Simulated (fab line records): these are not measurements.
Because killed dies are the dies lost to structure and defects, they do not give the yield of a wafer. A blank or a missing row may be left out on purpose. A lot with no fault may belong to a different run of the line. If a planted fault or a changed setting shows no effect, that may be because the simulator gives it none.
fab line records	flow berkeley_cmos170
record: lots: 16	wafers: 48	last_day: 12
route steps=331 shown NWELL@26 PWELL@40 ACTIVE@76 FIELD@90
lots with no fault: from the same line, run without faults
start_h: start of the lot's first displayed wafer, in hours after the record's first day	wait_h: time in hours since the lot's previous step	" unchanged from the row above	L1.1+2: several wafers, shown together as one row	- no value, or no start given	* or withheld: withheld	< > ~ a bound
route shown NAME@n: names a module that has steps shown in the file, with the first one's number in the route	usual: mean/standard deviation taken from wafers without a fault	same: alike in all rows	chamber/n: place in a boat	sites: the reading at each site	_std_site: the values' standard deviation	_edge_site: outer sites' mean less inner sites'	radius_mm: how far each site lies from the wafer's centre	mask NAME#n: copy n	behind: the tool/chamber that last shaped the wafer	hold: reason for holding the lot/hours on hold/outcome of the hold	device: which transistor (n, p or np) failed to switch	end of line: at the end of the route, the tests of the same wafers	where a step has no rows: the recipe by itself	killed: the dies lost at the first sort to structure and to defects; this is not the yield of the wafer	map: per-die view of a wafer (x killed, . not killed, _ where there is no die)
set.NAME: setting as actually run; set.NAME@STEP: the setting as run at that earlier step	model.NAME: the simulator's own value behind a step, which no gauge read
steps of the route over a sample of lots; a table a step, a row a wafer
services: the hour from which a tool's chamber was out of use, counted from the record's first day as start_h (under 0 if before that day), plus the number of hours and why
== steps ==
step: UCB170_NWELL_OVL_MEAS_12
usual: NWELL_OVL: 1/6.5
lot.wafer	tool	chamber	start_h	wait_h	NWELL_OVL[nm]
L689.3	overlay-02	-	35.49	-	6
L689.5	"	-	"	"	7
L689.6	"	-	"	"	8
L688.1	overlay-02	-	35.52	-	-8
L688.3	"	-	"	"	-3
L688.6	"	-	"	"	-13
L691.1	overlay-02	-	48.23	-	10
L691.3	"	-	"	"	8
L691.5	"	-	"	"	10
L694.3	overlay-01	-	60.40	-	5
L694.4	"	-	"	"	-5
L694.5	"	-	"	"	2
L695.1	overlay-01	-	69.30	-	13
L695.3	"	-	"	"	6
L695.6	"	-	"	"	3
L696.3	overlay-02	-	69.55	-	12
L696.4	"	-	"	"	-2
L696.6	"	-	"	"	11
L697.1	overlay-01	-	77.99	-	4
L697.4	"	-	"	"	6
L697.5	"	-	"	"	5
L698.2	overlay-01	-	83.78	-	2
L698.3	"	-	"	"	8
L698.4	"	-	"	"	9
L699.1	overlay-01	-	86.85	-	5
L699.2	"	-	"	"	11
L699.4	"	-	"	"	14
L700.3	overlay-01	-	94.72	-	3
L700.5	"	-	"	"	-1
L700.6	"	-	"	"	1
L703.3	overlay-01	-	109.95	-	0
L703.5	"	-	"	"	5
L703.6	"	-	"	"	4
L706.1	overlay-01	-	123.63	-	-3
L706.3	"	-	"	"	-3
L706.4	"	-	"	"	7
L707.4	overlay-02	-	134.74	-	-1
L707.5	"	-	"	"	5
L707.6	"	-	"	"	-4
L708.3	overlay-01	-	134.98	-	3
L708.4	"	-	"	"	-6
L708.5	"	-	"	"	1
L709.3	overlay-02	-	139.42	-	7
L709.4	"	-	"	"	-1
L709.5	"	-	"	"	6
L711.2	overlay-02	-	146.80	-	2
L711.3	"	-	"	"	-2
L711.6	"	-	"	"	-10
step: UCB170_PWELL_THK_MEAS_06
recipe: reads: Si3N4_of_PWELL_CVD_05
usual: PWELL_NITRIDE_THK: 221.3/1.8
lot.wafer	tool	chamber	start_h	wait_h	PWELL_NITRIDE_THK[nm]
L688.1	film_metro-01	-	52.92	0.0	220.7
L688.3	"	-	"	"	219.4
L688.6	"	-	"	"	221.5
L689.3	film_metro-03	-	52.94	0.0	221.2
L689.5	"	-	"	"	221.6
L689.6	"	-	"	"	222.7
L691.1	film_metro-03	-	62.58	0.0	221.8
L691.3	"	-	"	"	222.8
L691.5	"	-	"	"	220.3
L694.3	film_metro-03	-	74.59	0.0	220.4
L694.4	"	-	"	"	221.1
L694.5	"	-	"	"	219.1
L695.1	film_metro-03	-	82.69	0.0	222.1
L695.3	"	-	"	"	219.0
L695.6	"	-	"	"	219.7
L696.3	film_metro-01	-	82.71	0.0	218.5
L696.4	"	-	"	"	218.1
L696.6	"	-	"	"	218.4
L697.1	film_metro-04	-	101.14	0.0	218.9
L697.4	"	-	"	"	218.3
L697.5	"	-	"	"	217.5
L698.2	film_metro-03	-	101.15	0.0	222.6
L698.3	"	-	"	"	225.4
L698.4	"	-	"	"	223.4
L699.1	film_metro-04	-	104.01	0.0	223.9
L699.2	"	-	"	"	225.0
L699.4	"	-	"	"	225.3
L700.3	film_metro-01	-	112.28	0.0	221.8
L700.5	"	-	"	"	223.0
L700.6	"	-	"	"	222.6
L703.3	film_metro-04	-	132.04	0.0	223.3
L703.5	"	-	"	"	224.4
L703.6	"	-	"	"	224.8
L706.1	film_metro-04	-	138.61	0.0	221.4
L706.3	"	-	"	"	219.4
L706.4	"	-	"	"	220.0
L708.3	film_metro-01	-	151.49	0.0	219.3
L708.4	"	-	"	"	220.4
L708.5	"	-	"	"	221.6
L707.4	film_metro-04	-	151.50	0.0	222.9
L707.5	"	-	"	"	223.2
L707.6	"	-	"	"	223.3
L711.2	film_metro-03	-	157.98	0.0	221.0
L711.3	"	-	"	"	220.5
L711.6	"	-	"	"	221.5
L709.3	film_metro-04	-	157.99	0.0	222.5
L709.4	"	-	"	"	221.3
L709.5	"	-	"	"	221.8
step: UCB170_ACTIVE_STRIP_16
recipe: chemistry: O2	power_w: 400	pressure_mtorr: 3500	platen_temp_c: withheld	o2_flow_sccm: 400	overash_fraction: 0.5
usual: drypump_motor_current_A: 6.0/0.35	oes_product_au: 0.720/0.0048	strip_time_to_endpoint_s: 18.11/0.088
lot.wafer	tool	chamber	start_h	wait_h	drypump_motor_current_A	oes_product_au	rf_hours_counter_h	strip_time_to_endpoint_s
L688.1	plasma_asher-01	1	80.14	0.1	5.5	0.727	36	18.16
L688.3	"	1	"	"	5.5	0.720	-	18.03
L688.6	"	0	"	"	6.5	0.721	-	18.05
L689.3	plasma_asher-04	1	80.42	0.1	6.2	0.718	-	18.24
L689.5	"	1	"	"	6.2	0.725	-	18.02
L689.6	"	0	"	"	5.8	0.719	-	18.23
L691.1	plasma_asher-02	0	95.74	0.1	5.7	0.723	29	17.96
L691.3	"	1	"	"	6.1	0.718	-	18.08
L691.5	"	1	"	"	6.0	0.717	-	17.93
L694.3	plasma_asher-04	0	104.56	0.1	5.8	0.714	-	18.18
L694.4	"	1	"	"	6.2	0.721	-	18.02
L694.5	"	0	"	"	5.8	0.730	-	17.98
L696.3	plasma_asher-01	1	112.07	0.1	5.5	0.716	-	18.03
L696.4	"	0	"	"	6.5	0.723	-	18.23
L696.6	"	0	"	"	6.4	0.723	-	18.04
L695.1	plasma_asher-02	1	112.21	0.1	6.1	0.720	31	18.28
L695.3	"	0	"	"	5.7	0.720	-	18.09
L695.6	"	1	"	"	6.0	0.723	-	18.23
L697.1	plasma_asher-04	0	137.18	0.1	5.8	0.723	1	18.02
L697.4	"	1	"	"	6.2	0.722	-	18.09
L697.5	"	1	"	"	6.2	0.725	-	18.01
L698.2	plasma_asher-02	0	137.52	0.1	5.7	0.721	34	18.18
L698.3	"	0	"	"	5.7	0.726	-	18.06
L698.4	"	1	"	"	6.0	0.718	-	18.25
L699.1	plasma_asher-02	1	137.76	0.1	6.1	0.724	34	18.10
L699.2	"	0	"	"	5.7	0.722	34	18.15
L699.4	"	0	"	"	5.7	0.721	-	18.29
L700.3	plasma_asher-01	0	144.84	0.1	6.5	0.727	-	18.22
L700.5	"	1	"	"	5.5	0.714	-	18.06
L700.6	"	0	"	"	6.5	0.717	-	18.20
L703.3	plasma_asher-02	0	155.12	0.1	5.7	0.728	-	18.13
L703.5	"	1	"	"	6.0	0.712	-	18.06
L703.6	"	0	"	"	5.7	0.718	-	18.16
L706.1	plasma_asher-01	1	161.17	0.1	5.5	0.726	47	18.07
L706.3	"	0	"	"	6.5	0.730	-	18.16
L706.4	"	1	"	"	5.5	0.711	-	18.09
L708.3	plasma_asher-01	1	176.62	0.1	5.5	0.725	-	18.03
L708.4	"	0	"	"	6.5	0.717	-	18.08
L708.5	"	0	"	"	6.5	0.722	-	18.04
L707.4	plasma_asher-01	1	182.63	0.1	5.5	0.714	-	18.20
L707.5	"	1	"	"	5.5	0.719	-	18.18
L707.6	"	0	"	"	6.5	0.718	-	18.07
L711.2	plasma_asher-04	1	187.60	0.1	6.2	0.717	6	18.09
L711.3	"	1	"	"	6.2	0.721	-	18.21
L711.6	"	1	"	"	6.2	0.714	-	18.09
L709.3	plasma_asher-01	1	187.91	0.1	5.5	0.727	-	18.02
L709.4	"	0	"	"	6.5	0.720	-	18.19
L709.5	"	0	"	"	6.5	0.725	-	18.15
step: UCB170_FIELD_OXIDATION_01
recipe: temp_c: 1000	ambient: H2O	p_h2o_torr: 584.62	target_thk_a: 5583	ox_time_s: 7200
usual: spike_tc_centre_C: 1002.1/1.2	spike_tc_load_C: 1028.0/2.1	spike_tc_source_C: 1023/3.5	tube_center_temp_C: 1000/0.095	tube_center_temp_C_max: 1002.6/0.42
lot.wafer	tool	chamber	start_h	wait_h	spike_tc_centre_C	spike_tc_load_C	spike_tc_source_C	tube_center_temp_C	tube_center_temp_C_max
L688.1	furnace-02	0	87.57	4.5	1001.8	1030.5	1018	999.93	1003.1
L688.3	"	0	"	"	1001.5	1031.6	1018	1000	1002.0
L688.6	"	0	"	"	1000.5	1030.3	1019	999.94	1002.2
L689.3	furnace-02	0	87.57	4.9	1000.8	1031.5	1020	1000.1	1002.7
L689.5	"	0	"	"	1001.7	1028.7	1020	1000.1	1002.6
L689.6	"	0	"	"	1000.1	1031.2	1019	999.89	1002.6
L691.1	furnace-03	0	101.11	0.4	1002.5	1027.0	1027	999.97	1002.3
L691.3	"	0	"	"	1002.7	1024.6	1026	1000.1	1002.7
L691.5	"	0	"	"	1002.1	1026.9	1025	1000	1002.6
L694.3	furnace-04	0	110.74	2.5	1005.2	1027.9	1025	1000.1	1003.2
L694.4	"	0	"	"	1002.6	1028.3	1026	1000.1	1002.4
L694.5	"	0	"	"	1004.1	1028.6	1027	1000	1002.6
L695.1	furnace-03	0	116.46	1.9	1003.9	1026.5	1024	999.96	1002.3
L695.3	"	0	"	"	1002.0	1026.6	1026	1000.1	1002.5
L695.6	"	0	"	"	1002.7	1025.3	1025	999.98	1003.0
L696.3	furnace-03	0	116.46	1.6	1000.0	1026.0	1025	1000	1002.3
L696.4	"	0	"	"	1001.2	1025.1	1026	999.99	1002.1
L696.6	"	0	"	"	1002.5	1025.6	1026	1000.1	1002.5
L697.1	furnace-02	0	143.35	1.3	1020.5	1049.8	1039	1020	1022.3
L697.4	"	0	"	"	1021.6	1048.1	1039	1020	1022.3
L697.5	"	0	"	"	1021.8	1051.2	1040	1019.9	1023.3
L698.2	furnace-02	0	143.35	1.0	1022.7	1050.5	1040	1019.9	1022.5
L698.3	"	0	"	"	1023.2	1051.5	1038	1020	1023.5
L698.4	"	0	"	"	1020.9	1050.3	1039	1020.1	1023.1
L699.1	furnace-02	0	143.35	0.7	1020.7	1051.1	1039	1020	1022.7
L699.2	"	0	"	"	1023.2	1050.4	1039	1020	1023.7
L699.4	"	0	"	"	1021.9	1051.3	1040	1019.8	1022.3
L700.3	furnace-02	0	149.18	1.7	1021.0	1050.3	1040	1020	1022.6
L700.5	"	0	"	"	1021.2	1051.6	1040	1020	1022.6
L700.6	"	0	"	"	1021.2	1050.4	1039	1020.1	1022.0
L703.3	furnace-04	0	158.72	0.6	1002.9	1028.0	1026	1000.1	1002.1
L703.5	"	0	"	"	1003.7	1029.0	1026	1000	1002.9
L703.6	"	0	"	"	1003.3	1028.4	1027	1000.2	1002.2
L706.1	furnace-03	0	170.75	4.5	1002.8	1026.3	1025	999.98	1002.6
L706.3	"	0	"	"	1001.7	1027.7	1025	1000.1	1003.3
L706.4	"	0	"	"	1002.4	1025.9	1026	1000.1	1002.1
L708.3	furnace-03	0	180.69	2.4	1001.0	1025.3	1028	999.92	1001.8
L708.4	"	0	"	"	1002.1	1025.7	1026	1000.2	1002.6
L708.5	"	0	"	"	1002.0	1025.0	1028	1000	1002.3
L707.4	furnace-03	0	190.47	4.4	999.7	1025.6	1023	1000	1003.0
L707.5	"	0	"	"	1002.3	1026.8	1024	1000.1	1002.3
L707.6	"	0	"	"	1002.7	1025.8	1023	1000.1	1002.7
L711.2	furnace-03	0	190.47	0.3	1003.1	1026.7	1026	1000	1003.4
L711.3	"	0	"	"	1003.6	1026.3	1027	999.88	1002.4
L711.6	"	0	"	"	1002.4	1025.4	1026	1000	1002.3
L709.3	furnace-03	0	195.97	5.3	1003.1	1027.2	1027	1000.1	1002.8
L709.4	"	0	"	"	1000.3	1026.6	1026	1000.1	1002.6
L709.5	"	0	"	"	1000.8	1025.4	1025	1000	1002.2
step: UCB170_FIELD_THK_MEAS_02
recipe: reads: SiO2_of_FIELD_OXIDATION_01
usual: FIELD_OXIDE_THK: 553/9.5
lot.wafer	tool	chamber	start_h	wait_h	FIELD_OXIDE_THK[nm]
L689.3	film_metro-04	-	90.59	0.0	545
L689.5	"	-	"	"	540
L689.6	"	-	"	"	552
L688.1	film_metro-04	-	90.63	0.1	561
L688.3	"	-	"	"	562
L688.6	"	-	"	"	546
L691.1	film_metro-04	-	104.11	0.0	559
L691.3	"	-	"	"	553
L691.5	"	-	"	"	556
L694.3	film_metro-03	-	113.79	0.1	561
L694.4	"	-	"	"	560
L694.5	"	-	"	"	557
L695.1	film_metro-01	-	119.46	0.0	563
L695.3	"	-	"	"	558
L695.6	"	-	"	"	571
L696.3	film_metro-03	-	119.48	0.0	544
L696.4	"	-	"	"	549
L696.6	"	-	"	"	547
L697.1	film_metro-01	-	146.35	0.0	624
L697.4	"	-	"	"	624
L697.5	"	-	"	"	635
L699.1	film_metro-04	-	146.35	0.0	613
L699.2	"	-	"	"	600
L699.4	"	-	"	"	610
L698.2	film_metro-03	-	146.36	0.0	625
L698.3	"	-	"	"	612
L698.4	"	-	"	"	616
L700.3	film_metro-01	-	152.27	0.1	628
L700.5	"	-	"	"	616
L700.6	"	-	"	"	622
L703.3	film_metro-04	-	161.74	0.0	563
L703.5	"	-	"	"	563
L703.6	"	-	"	"	567
L706.1	film_metro-04	-	173.75	0.0	560
L706.3	"	-	"	"	568
L706.4	"	-	"	"	564
L708.3	film_metro-01	-	183.71	0.0	546
L708.4	"	-	"	"	542
L708.5	"	-	"	"	549
L711.2	film_metro-01	-	193.48	0.0	565
L711.3	"	-	"	"	559
L711.6	"	-	"	"	561
L707.4	film_metro-03	-	193.50	0.0	540
L707.5	"	-	"	"	539
L707.6	"	-	"	"	537
L709.3	film_metro-03	-	198.99	0.0	561
L709.4	"	-	"	"	550
L709.5	"	-	"	"	550
step: UCB170_FIELD_THK_MEAS_90
recipe: reads: SiO2_of_FIELD_OXIDATION_01
usual: FIELD_OXIDE_LEFT_1_THK: 438/9.5
lot.wafer	tool	chamber	start_h	wait_h	FIELD_OXIDE_LEFT_1_THK[nm]
L688.1	film_metro-04	-	97.86	0.0	446
L688.3	"	-	"	"	447
L688.6	"	-	"	"	431
L689.3	film_metro-01	-	97.88	0.0	428
L689.5	"	-	"	"	424
L689.6	"	-	"	"	436
L691.1	film_metro-03	-	111.84	0.0	444
L691.3	"	-	"	"	438
L691.5	"	-	"	"	441
L694.3	film_metro-04	-	121.91	0.0	445
L694.4	"	-	"	"	445
L694.5	"	-	"	"	441
L695.1	film_metro-03	-	128.29	0.0	447
L695.3	"	-	"	"	444
L695.6	"	-	"	"	455
L696.3	film_metro-01	-	128.36	0.1	428
L696.4	"	-	"	"	433
L696.6	"	-	"	"	431
L697.1	film_metro-03	-	153.38	0.0	507
L697.4	"	-	"	"	507
L697.5	"	-	"	"	519
L699.1	film_metro-01	-	153.38	0.0	499
L699.2	"	-	"	"	485
L699.4	"	-	"	"	495
L698.2	film_metro-04	-	153.39	0.0	510
L698.3	"	-	"	"	497
L698.4	"	-	"	"	501
L700.3	film_metro-03	-	158.38	0.0	514
L700.5	"	-	"	"	500
L700.6	"	-	"	"	506
L703.3	film_metro-04	-	170.62	0.0	447
L703.5	"	-	"	"	446
L703.6	"	-	"	"	450
L706.1	film_metro-03	-	179.98	0.0	445
L706.3	"	-	"	"	453
L706.4	"	-	"	"	448
L708.3	film_metro-03	-	191.19	0.0	429
L708.4	"	-	"	"	425
L708.5	"	-	"	"	433
L711.2	film_metro-01	-	204.19	0.0	449
L711.3	"	-	"	"	443
L711.6	"	-	"	"	445
L707.4	film_metro-03	-	204.21	0.0	425
L707.5	"	-	"	"	423
L707.6	"	-	"	"	422
L709.3	film_metro-01	-	209.55	0.0	445
L709.4	"	-	"	"	434
L709.5	"	-	"	"	434
step: UCB170_FIELD_THK_MEAS_91
recipe: reads: SiO2_of_FIELD_OXIDATION_01
usual: FIELD_OXIDE_LEFT_2_THK: 350/9.4
lot.wafer	tool	chamber	start_h	wait_h	FIELD_OXIDE_LEFT_2_THK[nm]
L688.1	film_metro-04	-	114.27	0.0	358
L688.3	"	-	"	"	358
L688.6	"	-	"	"	342
L689.3	film_metro-03	-	114.55	0.0	341
L689.5	"	-	"	"	336
L689.6	"	-	"	"	348
L691.1	film_metro-01	-	136.11	0.0	357
L691.3	"	-	"	"	350
L691.5	"	-	"	"	353
L694.3	film_metro-03	-	142.18	0.0	358
L694.4	"	-	"	"	358
L694.5	"	-	"	"	354
L695.1	film_metro-03	-	144.51	0.0	360
L695.3	"	-	"	"	356
L695.6	"	-	"	"	367
L696.3	film_metro-04	-	144.86	0.0	341
L696.4	"	-	"	"	345
L696.6	"	-	"	"	344
L698.2	film_metro-03	-	166.63	0.0	423
L698.3	"	-	"	"	409
L698.4	"	-	"	"	414
L699.1	film_metro-04	-	166.84	0.0	410
L699.2	"	-	"	"	396
L699.4	"	-	"	"	406
L697.1	film_metro-01	-	166.89	0.0	419
L697.4	"	-	"	"	418
L697.5	"	-	"	"	431
L700.3	film_metro-04	-	173.28	0.0	425
L700.5	"	-	"	"	412
L700.6	"	-	"	"	418
L703.3	film_metro-01	-	185.60	0.0	358
L703.5	"	-	"	"	357
L703.6	"	-	"	"	361
L706.1	film_metro-03	-	198.38	0.0	356
L706.3	"	-	"	"	364
L706.4	"	-	"	"	360
L708.3	film_metro-04	-	215.00	0.0	342
L708.4	"	-	"	"	338
L708.5	"	-	"	"	346
L707.4	film_metro-03	-	230.74	0.0	338
L707.5	"	-	"	"	337
L707.6	"	-	"	"	335
L711.2	film_metro-03	-	230.79	0.0	361
L711.3	"	-	"	"	355
L711.6	"	-	"	"	357
L709.3	film_metro-03	-	234.40	0.0	356
L709.4	"	-	"	"	345
L709.5	"	-	"	"	345
== services ==
tool	chamber	start_h	hours	kind
plasma_asher-04	-	64.15	2.7	repair
plasma_asher-02	-	88.36	1.9	repair
furnace-04	-	102.27	3.2	pm
plasma_asher-04	-	108.75	9.0	pm
plasma_asher-04	0	108.75	9.0	vent_cycle
plasma_asher-04	1	108.75	9.0	vent_cycle
plasma_asher-04	0	117.75	-	clean
plasma_asher-04	1	117.75	-	clean
plasma_asher-04	-	145.42	14.6	pm
furnace-04	-	184.28	39.7	pm
== key ==
first_sign: step: UCB170_FIELD_OXIDATION_01	reading: tube_center_temp_C	direction: up	sigmas: 99+	usual: *	struck: *
effect: step: UCB170_FIELD_OXIDATION_01	reading: tube_center_temp_C_max	direction: up	sigmas: 48	usual: *	struck: *
effect: step: UCB170_FIELD_THK_MEAS_02	reading: FIELD_OXIDE_THK	direction: up	sigmas: 6.8	usual: 553	struck: 619
effect: step: UCB170_FIELD_THK_MEAS_90	reading: FIELD_OXIDE_LEFT_1_THK	direction: up	sigmas: 6.9	usual: 438	struck: 503
effect: step: UCB170_FIELD_THK_MEAS_91	reading: FIELD_OXIDE_LEFT_2_THK	direction: up	sigmas: 6.9	usual: 350	struck: 415
met_at UCB170_FIELD_OXIDATION_01
struck_lots L697,L698,L699,L700
rows_end L700.3,L700.5,L700.6
tester_left_out L697,L698,L699
not_acting_at UCB170_NWELL_OVL_MEAS_12,UCB170_PWELL_THK_MEAS_06,UCB170_ACTIVE_STRIP_16
fault: kind: process_parameter_drift	tool: furnace-02	chamber: -	onset_h: 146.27	steps: UCB170_FIELD_OXIDATION_01	channel: temp_c	offset: *	shape: step	end_h: 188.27	acts_in: *	stated: *
tester_left_out: of these lots the tester's yield and bins aren't shown, on N5 and GAA mostly nor the transistor test; their killed dies are dies lost to structure and defects alone, not to doping, threshold or leakage, so they don't give the yield
rows_end: these wafers met a further fault down the route, and their rows from its step on are left out
